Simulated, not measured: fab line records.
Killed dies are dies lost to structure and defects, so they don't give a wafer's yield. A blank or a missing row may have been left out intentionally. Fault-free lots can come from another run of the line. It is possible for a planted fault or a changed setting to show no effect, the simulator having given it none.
Split-lot experiment    flow berkeley cmos170    23 wafers read from 5 lots, route of 331 steps

== ABOUT THE SPLIT ==
At UCB170_WELLDRIVE_OXIDATION_01 (target thk 199 nm, ox time 9000 s), the setting temp c was moved away from the recipe's 1100 C on 20 of the 23 wafers read, by -2.6% to +2.5%. The other wafers ran this setting at the recipe's value.

Between the split and the reading, the file records no step.

== THE READING ==
WELLDRIVE_OXIDE_THK in nanometres, read at UCB170_WELLDRIVE_THK_MEAS_02. On this fab line, fault-free wafers typically give 201 nm with a standard deviation of 4.8 nm.

wafer   tool, chamber at the split  temp c as run, C  against the recipe  WELLDRIVE_OXIDE_THK, nm  against lot-mates on the recipe
L074.2  -, -                        1072              -2.5%               163                      no lot-mate on the recipe
L074.3  -, -                        1072              -2.5%               165                      no lot-mate on the recipe
L074.4  -, -                        1072              -2.5%               162                      no lot-mate on the recipe
L074.5  -, -                        1072              -2.5%               166                      no lot-mate on the recipe
L074.6  -, -                        1072              -2.5%               169                      no lot-mate on the recipe
L075.2  -, -                        1128              +2.5%               222                      no lot-mate on the recipe
L075.3  -, -                        1128              +2.5%               224                      no lot-mate on the recipe
L075.4  -, -                        1128              +2.5%               222                      no lot-mate on the recipe
L075.5  -, -                        1128              +2.5%               225                      no lot-mate on the recipe
L075.6  -, -                        1128              +2.5%               223                      no lot-mate on the recipe
L077.3  furnace-04, 0               1100              recipe              197                      -
L077.4  furnace-04, 0               1100              recipe              197                      -
L077.5  furnace-04, 0               1100              recipe              197                      -
L080.1  -, -                        1071              -2.6%               173                      no lot-mate on the recipe
L080.2  -, -                        1071              -2.6%               174                      no lot-mate on the recipe
L080.3  -, -                        1071              -2.6%               173                      no lot-mate on the recipe
L080.4  -, -                        1071              -2.6%               171                      no lot-mate on the recipe
L080.5  -, -                        1071              -2.6%               170                      no lot-mate on the recipe
L082.1  -, -                        1079              -1.9%               186                      no lot-mate on the recipe
L082.2  -, -                        1079              -1.9%               187                      no lot-mate on the recipe
L082.3  -, -                        1079              -1.9%               184                      no lot-mate on the recipe
L082.5  -, -                        1079              -1.9%               182                      no lot-mate on the recipe
L082.6  -, -                        1079              -1.9%               186                      no lot-mate on the recipe

FIT RESULTS
A straight line over all 23 wafers: WELLDRIVE_OXIDE_THK changes by +10.2 nm for each +1% of temp c; r = +0.97; the points scatter about the line by 5 nm.
Too few moved wafers have a lot-mate on the recipe to fit a line with each lot's own level taken away.

== THE WHOLE CHAIN: every reading that the file lists as answering this split, in the file's order ==
step                           what it does                       reading                                                                                 change (the file's fit)               r (the file's)
UCB170_WELLDRIVE_OXIDATION_01  target thk 199 nm, ox time 9000 s  SiO2_of_WELLDRIVE_OXIDATION_01.thk nm (the simulator's own value, which no gauge read)  +10.2 nm for each +1% of the setting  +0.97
UCB170_WELLDRIVE_THK_MEAS_02                                      WELLDRIVE_OXIDE_THK                                                                     +10.2 for each +1% of the setting     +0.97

== THE FILE'S OWN FIT ==
WELLDRIVE_OXIDE_THK changes by +10.2 nm for each +1% of temp c, r = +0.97.
